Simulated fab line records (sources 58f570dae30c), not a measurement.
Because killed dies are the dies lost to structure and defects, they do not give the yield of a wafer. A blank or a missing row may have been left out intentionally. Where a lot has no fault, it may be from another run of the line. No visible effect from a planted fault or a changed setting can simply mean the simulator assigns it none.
fab line records / flow berkeley-cmos170
[record] lots = 14 wafers = 42 last-day = 13
route steps=331 shown NLDD@164 NSD@192 V1@267 V2@296
lots that met no fault: from a run of the same line without faults
start-h: hours from the record's first day to the start of the lot's first wafer shown / wait-h: hours elapsed since this lot's preceding step / " the same as in the row above / L1.1+2: a single row standing in for several wafers / - no value present, or no start provided / * or withheld: withheld / < > ~ a bound
route shown NAME@n: a module of which the file shows steps, and the number in the route of the first / usual: mean/standard deviation taken from wafers without a fault / same: alike in all rows / chamber/n: place in a boat / sites: per-site readings / _std_site: standard deviation across them / _edge_site: inner sites' mean taken away from outer sites' mean / radius-mm: how far each site lies from the wafer's centre / mask NAME#n: copy n / behind: the most recent tool/chamber to have shaped the wafer / hold: cause of the lot's hold/its duration in hours/its outcome / device: the transistor (n, p or np) that didn't switch / end of line: tests run on the same wafers once the route is complete / a step without rows: its recipe alone / killed: dies lost to structure and defects at the first sort, not the wafer's yield / map: per-die view of a wafer (x killed, . not killed, _ where there is no die)
set.NAME: the run value of the setting; set.NAME@STEP: its run value at that earlier step / model.NAME: the simulator's own value behind a step, which no gauge read
route steps across a sampled set of lots; one table per step, one row per wafer
[[steps]]
[step UCB170_NLDD_CD_MEAS_06]
[recipe] target-cd-nm = 1200
[usual] cd-nm = 1199.8/1.5
lot.wafer=L560.1 tool=cd-sem-02 chamber=- start-h=161.22 wait-h=- cd-nm=1200.6
lot.wafer=L560.2 tool=cd-sem-02 chamber=- start-h=161.22 wait-h=- cd-nm=1200.7
lot.wafer=L560.3 tool=cd-sem-02 chamber=- start-h=161.22 wait-h=- cd-nm=1200.7
lot.wafer=L561.2 tool=cd-sem-02 chamber=- start-h=161.66 wait-h=- cd-nm=1201.8
lot.wafer=L561.3 tool=cd-sem-02 chamber=- start-h=161.66 wait-h=- cd-nm=1202.0
lot.wafer=L561.4 tool=cd-sem-02 chamber=- start-h=161.66 wait-h=- cd-nm=1199.8
lot.wafer=L558.1 tool=cd-sem-01 chamber=- start-h=162.50 wait-h=- cd-nm=1202.0
lot.wafer=L558.4 tool=cd-sem-01 chamber=- start-h=162.50 wait-h=- cd-nm=1203.0
lot.wafer=L558.5 tool=cd-sem-01 chamber=- start-h=162.50 wait-h=- cd-nm=1201.9
lot.wafer=L556.3 tool=cd-sem-02 chamber=- start-h=162.60 wait-h=- cd-nm=1199.0
lot.wafer=L556.5 tool=cd-sem-02 chamber=- start-h=162.60 wait-h=- cd-nm=1199.3
lot.wafer=L556.6 tool=cd-sem-02 chamber=- start-h=162.60 wait-h=- cd-nm=1199.7
lot.wafer=L562.1 tool=cd-sem-01 chamber=- start-h=183.94 wait-h=- cd-nm=1198.6
lot.wafer=L562.2 tool=cd-sem-01 chamber=- start-h=183.94 wait-h=- cd-nm=1198.4
lot.wafer=L562.6 tool=cd-sem-01 chamber=- start-h=183.94 wait-h=- cd-nm=1199.8
lot.wafer=L563.1 tool=cd-sem-01 chamber=- start-h=189.41 wait-h=- cd-nm=1200.4
lot.wafer=L563.4 tool=cd-sem-01 chamber=- start-h=189.41 wait-h=- cd-nm=1200.5
lot.wafer=L563.6 tool=cd-sem-01 chamber=- start-h=189.41 wait-h=- cd-nm=1200.2
lot.wafer=L565.1 tool=cd-sem-01 chamber=- start-h=189.77 wait-h=- cd-nm=1199.8
lot.wafer=L565.4 tool=cd-sem-01 chamber=- start-h=189.77 wait-h=- cd-nm=1199.7
lot.wafer=L565.5 tool=cd-sem-01 chamber=- start-h=189.77 wait-h=- cd-nm=1197.8
lot.wafer=L566.1 tool=cd-sem-01 chamber=- start-h=205.60 wait-h=- cd-nm=1201.3
lot.wafer=L566.4 tool=cd-sem-01 chamber=- start-h=205.60 wait-h=- cd-nm=1200.9
lot.wafer=L566.5 tool=cd-sem-01 chamber=- start-h=205.60 wait-h=- cd-nm=1200.1
lot.wafer=L567.2 tool=cd-sem-02 chamber=- start-h=206.19 wait-h=- cd-nm=1199.5
lot.wafer=L567.3 tool=cd-sem-02 chamber=- start-h=206.19 wait-h=- cd-nm=1199.8
lot.wafer=L567.6 tool=cd-sem-02 chamber=- start-h=206.19 wait-h=- cd-nm=1199.5
lot.wafer=L570.3 tool=cd-sem-02 chamber=- start-h=222.66 wait-h=- cd-nm=1196.6
lot.wafer=L570.4 tool=cd-sem-02 chamber=- start-h=222.66 wait-h=- cd-nm=1197.8
lot.wafer=L570.5 tool=cd-sem-02 chamber=- start-h=222.66 wait-h=- cd-nm=1197.1
lot.wafer=L569.1 tool=cd-sem-02 chamber=- start-h=222.74 wait-h=- cd-nm=1199.6
lot.wafer=L569.3 tool=cd-sem-02 chamber=- start-h=222.74 wait-h=- cd-nm=1198.7
lot.wafer=L569.6 tool=cd-sem-02 chamber=- start-h=222.74 wait-h=- cd-nm=1199.9
lot.wafer=L576.2 tool=cd-sem-02 chamber=- start-h=252.90 wait-h=- cd-nm=1198.8
lot.wafer=L576.5 tool=cd-sem-02 chamber=- start-h=252.90 wait-h=- cd-nm=1197.0
lot.wafer=L576.6 tool=cd-sem-02 chamber=- start-h=252.90 wait-h=- cd-nm=1197.1
lot.wafer=L579.1 tool=cd-sem-02 chamber=- start-h=267.50 wait-h=- cd-nm=1199.3
lot.wafer=L579.3 tool=cd-sem-02 chamber=- start-h=267.50 wait-h=- cd-nm=1199.4
lot.wafer=L579.4 tool=cd-sem-02 chamber=- start-h=267.50 wait-h=- cd-nm=1200.0
lot.wafer=L578.4 tool=cd-sem-01 chamber=- start-h=268.66 wait-h=- cd-nm=1200.0
lot.wafer=L578.5 tool=cd-sem-01 chamber=- start-h=268.66 wait-h=- cd-nm=1199.2
lot.wafer=L578.6 tool=cd-sem-01 chamber=- start-h=268.66 wait-h=- cd-nm=1200.0
[step UCB170_NSD_DEVELOP_05]
[recipe] developer = TMAH develop-time-s = 45 resist = KrF dev-temp-c = 21
[usual] chill-plate-temp-C = 23.01/0.12 develop-time-s = 45/0
lot.wafer=L561.2 tool=litho-track-04 chamber=0 start-h=172 wait-h=- chill-plate-temp-C=23.09 develop-time-s=45
lot.wafer=L561.3 tool=litho-track-04 chamber=0 start-h=172 wait-h=- chill-plate-temp-C=22.96 develop-time-s=45
lot.wafer=L561.4 tool=litho-track-04 chamber=0 start-h=172 wait-h=- chill-plate-temp-C=23.04 develop-time-s=45
lot.wafer=L560.1 tool=litho-track-01 chamber=0 start-h=172 wait-h=- chill-plate-temp-C=22.91 develop-time-s=45
lot.wafer=L560.2 tool=litho-track-01 chamber=0 start-h=172 wait-h=- chill-plate-temp-C=22.95 develop-time-s=45
lot.wafer=L560.3 tool=litho-track-01 chamber=0 start-h=172 wait-h=- chill-plate-temp-C=23.14 develop-time-s=45
lot.wafer=L558.1 tool=litho-track-04 chamber=0 start-h=172 wait-h=- chill-plate-temp-C=23.09 develop-time-s=45
lot.wafer=L558.4 tool=litho-track-04 chamber=0 start-h=172 wait-h=- chill-plate-temp-C=22.84 develop-time-s=45
lot.wafer=L558.5 tool=litho-track-04 chamber=0 start-h=172 wait-h=- chill-plate-temp-C=23.00 develop-time-s=45
lot.wafer=L556.3 tool=litho-track-01 chamber=0 start-h=172 wait-h=- chill-plate-temp-C=23.06 develop-time-s=45
lot.wafer=L556.5 tool=litho-track-01 chamber=0 start-h=172 wait-h=- chill-plate-temp-C=22.72 develop-time-s=45
lot.wafer=L556.6 tool=litho-track-01 chamber=0 start-h=172 wait-h=- chill-plate-temp-C=22.97 develop-time-s=45
lot.wafer=L562.1 tool=litho-track-04 chamber=0 start-h=191 wait-h=- chill-plate-temp-C=23.10 develop-time-s=45
lot.wafer=L562.2 tool=litho-track-04 chamber=0 start-h=191 wait-h=- chill-plate-temp-C=22.90 develop-time-s=45
lot.wafer=L562.6 tool=litho-track-04 chamber=0 start-h=192 wait-h=- chill-plate-temp-C=23.05 develop-time-s=45
lot.wafer=L563.1 tool=litho-track-04 chamber=0 start-h=201 wait-h=- chill-plate-temp-C=22.80 develop-time-s=45
lot.wafer=L563.4 tool=litho-track-04 chamber=0 start-h=201 wait-h=- chill-plate-temp-C=22.79 develop-time-s=45
lot.wafer=L563.6 tool=litho-track-04 chamber=0 start-h=201 wait-h=- chill-plate-temp-C=22.88 develop-time-s=45
lot.wafer=L565.1 tool=litho-track-02 chamber=0 start-h=201 wait-h=- chill-plate-temp-C=22.88 develop-time-s=45
lot.wafer=L565.4 tool=litho-track-02 chamber=0 start-h=201 wait-h=- chill-plate-temp-C=22.96 develop-time-s=45
lot.wafer=L565.5 tool=litho-track-02 chamber=0 start-h=201 wait-h=- chill-plate-temp-C=22.96 develop-time-s=45
lot.wafer=L566.1 tool=litho-track-04 chamber=0 start-h=216 wait-h=- chill-plate-temp-C=22.75 develop-time-s=45
lot.wafer=L566.4 tool=litho-track-04 chamber=0 start-h=216 wait-h=- chill-plate-temp-C=22.91 develop-time-s=45
lot.wafer=L566.5 tool=litho-track-04 chamber=0 start-h=216 wait-h=- chill-plate-temp-C=23.03 develop-time-s=45
lot.wafer=L567.2 tool=litho-track-01 chamber=0 start-h=216 wait-h=- chill-plate-temp-C=22.93 develop-time-s=45
lot.wafer=L567.3 tool=litho-track-01 chamber=0 start-h=216 wait-h=- chill-plate-temp-C=22.89 develop-time-s=45
lot.wafer=L567.6 tool=litho-track-01 chamber=0 start-h=217 wait-h=- chill-plate-temp-C=22.80 develop-time-s=45
lot.wafer=L569.1 tool=litho-track-04 chamber=0 start-h=231 wait-h=- chill-plate-temp-C=23.04 develop-time-s=45
lot.wafer=L569.3 tool=litho-track-04 chamber=0 start-h=231 wait-h=- chill-plate-temp-C=23.02 develop-time-s=45
lot.wafer=L569.6 tool=litho-track-04 chamber=0 start-h=231 wait-h=- chill-plate-temp-C=23.20 develop-time-s=45
lot.wafer=L570.3 tool=litho-track-01 chamber=0 start-h=231 wait-h=- chill-plate-temp-C=23.12 develop-time-s=45
lot.wafer=L570.4 tool=litho-track-01 chamber=0 start-h=231 wait-h=- chill-plate-temp-C=23.06 develop-time-s=45
lot.wafer=L570.5 tool=litho-track-01 chamber=0 start-h=231 wait-h=- chill-plate-temp-C=23.12 develop-time-s=45
lot.wafer=L576.2 tool=litho-track-01 chamber=- start-h=265 wait-h=- chill-plate-temp-C=- develop-time-s=-
lot.wafer=L576.5 tool=litho-track-01 chamber=- start-h=265 wait-h=- chill-plate-temp-C=- develop-time-s=-
lot.wafer=L576.6 tool=litho-track-01 chamber=- start-h=265 wait-h=- chill-plate-temp-C=- develop-time-s=-
lot.wafer=L579.1 tool=litho-track-02 chamber=- start-h=277 wait-h=- chill-plate-temp-C=- develop-time-s=-
lot.wafer=L579.3 tool=litho-track-02 chamber=- start-h=277 wait-h=- chill-plate-temp-C=- develop-time-s=-
lot.wafer=L579.4 tool=litho-track-02 chamber=- start-h=277 wait-h=- chill-plate-temp-C=- develop-time-s=-
lot.wafer=L578.4 tool=litho-track-01 chamber=0 start-h=278 wait-h=- chill-plate-temp-C=23.15 develop-time-s=45
lot.wafer=L578.5 tool=litho-track-01 chamber=0 start-h=278 wait-h=- chill-plate-temp-C=23.18 develop-time-s=45
lot.wafer=L578.6 tool=litho-track-01 chamber=0 start-h=278 wait-h=- chill-plate-temp-C=23.11 develop-time-s=45
[step UCB170_V1_OVL_MEAS_13]
[usual] V1_OVL = 2/4.7
lot.wafer=L560.1 tool=overlay-01 chamber=- start-h=188.98 wait-h=0.1 V1_OVL[nm]=3
lot.wafer=L560.2 tool=overlay-01 chamber=- start-h=188.98 wait-h=0.1 V1_OVL[nm]=-2
lot.wafer=L560.3 tool=overlay-01 chamber=- start-h=188.98 wait-h=0.1 V1_OVL[nm]=0
lot.wafer=L561.2 tool=overlay-01 chamber=- start-h=189.66 wait-h=0.1 V1_OVL[nm]=2
lot.wafer=L561.3 tool=overlay-01 chamber=- start-h=189.66 wait-h=0.1 V1_OVL[nm]=6
lot.wafer=L561.4 tool=overlay-01 chamber=- start-h=189.66 wait-h=0.1 V1_OVL[nm]=-1
lot.wafer=L556.3 tool=overlay-02 chamber=- start-h=189.78 wait-h=0.1 V1_OVL[nm]=11
lot.wafer=L556.5 tool=overlay-02 chamber=- start-h=189.78 wait-h=0.1 V1_OVL[nm]=3
lot.wafer=L556.6 tool=overlay-02 chamber=- start-h=189.78 wait-h=0.1 V1_OVL[nm]=4
lot.wafer=L558.1 tool=overlay-02 chamber=- start-h=191.12 wait-h=0.1 V1_OVL[nm]=1
lot.wafer=L558.4 tool=overlay-02 chamber=- start-h=191.12 wait-h=0.1 V1_OVL[nm]=7
lot.wafer=L558.5 tool=overlay-02 chamber=- start-h=191.12 wait-h=0.1 V1_OVL[nm]=1
lot.wafer=L562.1 tool=overlay-02 chamber=- start-h=206.10 wait-h=0.1 V1_OVL[nm]=-5
lot.wafer=L562.2 tool=overlay-02 chamber=- start-h=206.10 wait-h=0.1 V1_OVL[nm]=4
lot.wafer=L562.6 tool=overlay-02 chamber=- start-h=206.10 wait-h=0.1 V1_OVL[nm]=-4
lot.wafer=L563.1 tool=overlay-01 chamber=- start-h=214.31 wait-h=0.1 V1_OVL[nm]=-6
lot.wafer=L563.4 tool=overlay-01 chamber=- start-h=214.31 wait-h=0.1 V1_OVL[nm]=-7
lot.wafer=L563.6 tool=overlay-01 chamber=- start-h=214.31 wait-h=0.1 V1_OVL[nm]=-4
lot.wafer=L565.1 tool=overlay-02 chamber=- start-h=216.38 wait-h=0.1 V1_OVL[nm]=2
lot.wafer=L565.4 tool=overlay-02 chamber=- start-h=216.38 wait-h=0.1 V1_OVL[nm]=0
lot.wafer=L565.5 tool=overlay-02 chamber=- start-h=216.38 wait-h=0.1 V1_OVL[nm]=5
lot.wafer=L566.1 tool=overlay-01 chamber=- start-h=229.72 wait-h=0.1 V1_OVL[nm]=-9
lot.wafer=L566.4 tool=overlay-01 chamber=- start-h=229.72 wait-h=0.1 V1_OVL[nm]=1
lot.wafer=L566.5 tool=overlay-01 chamber=- start-h=229.72 wait-h=0.1 V1_OVL[nm]=-4
lot.wafer=L567.2 tool=overlay-01 chamber=- start-h=231.17 wait-h=0.1 V1_OVL[nm]=3
lot.wafer=L567.3 tool=overlay-01 chamber=- start-h=231.17 wait-h=0.1 V1_OVL[nm]=0
lot.wafer=L567.6 tool=overlay-01 chamber=- start-h=231.17 wait-h=0.1 V1_OVL[nm]=2
lot.wafer=L569.1 tool=overlay-01 chamber=- start-h=245.26 wait-h=0.1 V1_OVL[nm]=-5
lot.wafer=L569.3 tool=overlay-01 chamber=- start-h=245.26 wait-h=0.1 V1_OVL[nm]=-2
lot.wafer=L569.6 tool=overlay-01 chamber=- start-h=245.26 wait-h=0.1 V1_OVL[nm]=4
lot.wafer=L570.3 tool=overlay-02 chamber=- start-h=246.58 wait-h=0.1 V1_OVL[nm]=3
lot.wafer=L570.4 tool=overlay-02 chamber=- start-h=246.58 wait-h=0.1 V1_OVL[nm]=5
lot.wafer=L570.5 tool=overlay-02 chamber=- start-h=246.58 wait-h=0.1 V1_OVL[nm]=-5
lot.wafer=L576.2 tool=overlay-01 chamber=- start-h=279.16 wait-h=0.1 V1_OVL[nm]=3
lot.wafer=L576.5 tool=overlay-01 chamber=- start-h=279.16 wait-h=0.1 V1_OVL[nm]=-6
lot.wafer=L576.6 tool=overlay-01 chamber=- start-h=279.16 wait-h=0.1 V1_OVL[nm]=-1
lot.wafer=L579.1 tool=overlay-02 chamber=- start-h=291.08 wait-h=0.1 V1_OVL[nm]=0
lot.wafer=L579.3 tool=overlay-02 chamber=- start-h=291.08 wait-h=0.1 V1_OVL[nm]=1
lot.wafer=L579.4 tool=overlay-02 chamber=- start-h=291.08 wait-h=0.1 V1_OVL[nm]=7
lot.wafer=L578.4 tool=overlay-01 chamber=- start-h=292.64 wait-h=0.1 V1_OVL[nm]=10
lot.wafer=L578.5 tool=overlay-01 chamber=- start-h=292.64 wait-h=0.1 V1_OVL[nm]=3
lot.wafer=L578.6 tool=overlay-01 chamber=- start-h=292.64 wait-h=0.1 V1_OVL[nm]=-1
[step UCB170_V2_THK_MEAS_04]
[recipe] reads = SiO2_of_V2_CVD_00
[usual] V2_POLISHED_THK = 1000.0/1.2
lot.wafer=L560.1 tool=film-metro-02 chamber=- start-h=193.39 wait-h=0.1 V2_POLISHED_THK[nm]=1001.0
lot.wafer=L560.2 tool=film-metro-02 chamber=- start-h=193.39 wait-h=0.1 V2_POLISHED_THK[nm]=1001.3
lot.wafer=L560.3 tool=film-metro-02 chamber=- start-h=193.39 wait-h=0.1 V2_POLISHED_THK[nm]=1001.0
lot.wafer=L561.2 tool=film-metro-02 chamber=- start-h=194.05 wait-h=0.1 V2_POLISHED_THK[nm]=999.5
lot.wafer=L561.3 tool=film-metro-02 chamber=- start-h=194.05 wait-h=0.1 V2_POLISHED_THK[nm]=1001.1
lot.wafer=L561.4 tool=film-metro-02 chamber=- start-h=194.05 wait-h=0.1 V2_POLISHED_THK[nm]=999.1
lot.wafer=L556.3 tool=film-metro-03 chamber=- start-h=194.17 wait-h=0.1 V2_POLISHED_THK[nm]=999.6
lot.wafer=L556.5 tool=film-metro-03 chamber=- start-h=194.17 wait-h=0.1 V2_POLISHED_THK[nm]=1000.3
lot.wafer=L556.6 tool=film-metro-03 chamber=- start-h=194.17 wait-h=0.1 V2_POLISHED_THK[nm]=1002.4
lot.wafer=L558.1 tool=film-metro-03 chamber=- start-h=195.00 wait-h=0.1 V2_POLISHED_THK[nm]=1000.5
lot.wafer=L558.4 tool=film-metro-03 chamber=- start-h=195.00 wait-h=0.1 V2_POLISHED_THK[nm]=999.5
lot.wafer=L558.5 tool=film-metro-03 chamber=- start-h=195.00 wait-h=0.1 V2_POLISHED_THK[nm]=998.8
lot.wafer=L562.1 tool=film-metro-03 chamber=- start-h=209.90 wait-h=0.1 V2_POLISHED_THK[nm]=1001.4
lot.wafer=L562.2 tool=film-metro-03 chamber=- start-h=209.90 wait-h=0.1 V2_POLISHED_THK[nm]=1000.1
lot.wafer=L562.6 tool=film-metro-03 chamber=- start-h=209.90 wait-h=0.1 V2_POLISHED_THK[nm]=1000.5
lot.wafer=L563.1 tool=film-metro-02 chamber=- start-h=218.45 wait-h=0.1 V2_POLISHED_THK[nm]=999.9
lot.wafer=L563.4 tool=film-metro-02 chamber=- start-h=218.45 wait-h=0.1 V2_POLISHED_THK[nm]=1000.0
lot.wafer=L563.6 tool=film-metro-02 chamber=- start-h=218.45 wait-h=0.1 V2_POLISHED_THK[nm]=1000.1
lot.wafer=L565.1 tool=film-metro-02 chamber=- start-h=223.01 wait-h=0.1 V2_POLISHED_THK[nm]=999.0
lot.wafer=L565.4 tool=film-metro-02 chamber=- start-h=223.01 wait-h=0.1 V2_POLISHED_THK[nm]=999.8
lot.wafer=L565.5 tool=film-metro-02 chamber=- start-h=223.01 wait-h=0.1 V2_POLISHED_THK[nm]=998.4
lot.wafer=L566.1 tool=film-metro-04 chamber=- start-h=234.08 wait-h=0.1 V2_POLISHED_THK[nm]=999.0
lot.wafer=L566.4 tool=film-metro-04 chamber=- start-h=234.08 wait-h=0.1 V2_POLISHED_THK[nm]=999.7
lot.wafer=L566.5 tool=film-metro-04 chamber=- start-h=234.08 wait-h=0.1 V2_POLISHED_THK[nm]=998.3
lot.wafer=L567.2 tool=film-metro-02 chamber=- start-h=235.39 wait-h=0.1 V2_POLISHED_THK[nm]=999.8
lot.wafer=L567.3 tool=film-metro-02 chamber=- start-h=235.39 wait-h=0.1 V2_POLISHED_THK[nm]=1000.2
lot.wafer=L567.6 tool=film-metro-02 chamber=- start-h=235.39 wait-h=0.1 V2_POLISHED_THK[nm]=1000.2
lot.wafer=L569.1 tool=film-metro-02 chamber=- start-h=248.87 wait-h=0.1 V2_POLISHED_THK[nm]=1000.5
lot.wafer=L569.3 tool=film-metro-02 chamber=- start-h=248.87 wait-h=0.1 V2_POLISHED_THK[nm]=1000.7
lot.wafer=L569.6 tool=film-metro-02 chamber=- start-h=248.87 wait-h=0.1 V2_POLISHED_THK[nm]=1000.0
lot.wafer=L570.3 tool=film-metro-02 chamber=- start-h=251.06 wait-h=0.1 V2_POLISHED_THK[nm]=1001.5
lot.wafer=L570.4 tool=film-metro-02 chamber=- start-h=251.06 wait-h=0.1 V2_POLISHED_THK[nm]=1001.6
lot.wafer=L570.5 tool=film-metro-02 chamber=- start-h=251.06 wait-h=0.1 V2_POLISHED_THK[nm]=998.3
lot.wafer=L576.2 tool=film-metro-04 chamber=- start-h=283.15 wait-h=0.1 V2_POLISHED_THK[nm]=999.6
lot.wafer=L576.5 tool=film-metro-04 chamber=- start-h=283.15 wait-h=0.1 V2_POLISHED_THK[nm]=998.5
lot.wafer=L576.6 tool=film-metro-04 chamber=- start-h=283.15 wait-h=0.1 V2_POLISHED_THK[nm]=999.3
lot.wafer=L579.1 tool=film-metro-04 chamber=- start-h=295.16 wait-h=0.1 V2_POLISHED_THK[nm]=1001.0
lot.wafer=L579.3 tool=film-metro-04 chamber=- start-h=295.16 wait-h=0.1 V2_POLISHED_THK[nm]=1001.1
lot.wafer=L579.4 tool=film-metro-04 chamber=- start-h=295.16 wait-h=0.1 V2_POLISHED_THK[nm]=1000.8
lot.wafer=L578.4 tool=film-metro-04 chamber=- start-h=296.35 wait-h=0.1 V2_POLISHED_THK[nm]=1001.4
lot.wafer=L578.5 tool=film-metro-04 chamber=- start-h=296.35 wait-h=0.1 V2_POLISHED_THK[nm]=1002.0
lot.wafer=L578.6 tool=film-metro-04 chamber=- start-h=296.35 wait-h=0.1 V2_POLISHED_THK[nm]=1002.0
[[key]]
[first-sign] step = UCB170_NSD_DEVELOP_05 reading = tool-record direction = missing
effect none on later readings
met-at UCB170_NSD_DEVELOP_05
struck-lots L576,L579
sort-left-out L576.2,L576.5,L576.6,L579.1,L579.3,L579.4
tester-left-out L576,L579
not-acting-at UCB170_NLDD_CD_MEAS_06,UCB170_V1_OVL_MEAS_13,UCB170_V2_THK_MEAS_04
[fault] kind = skipped-step-whole tool = litho-track-01,litho-track-02 chamber = - onset-h = 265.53 steps = UCB170_NSD_DEVELOP_05 scope = struck-lots-only
// tester-left-out: of these lots the tester's yield and bins aren't shown, on N5 and GAA mostly nor the transistor test; their killed dies are dies lost to structure and defects alone, not to doping, threshold or leakage, so they don't give the yield
// sort-left-out: the simulated sort isn't trusted on such a fault, so these wafers' sort isn't shown, and their yield isn't known
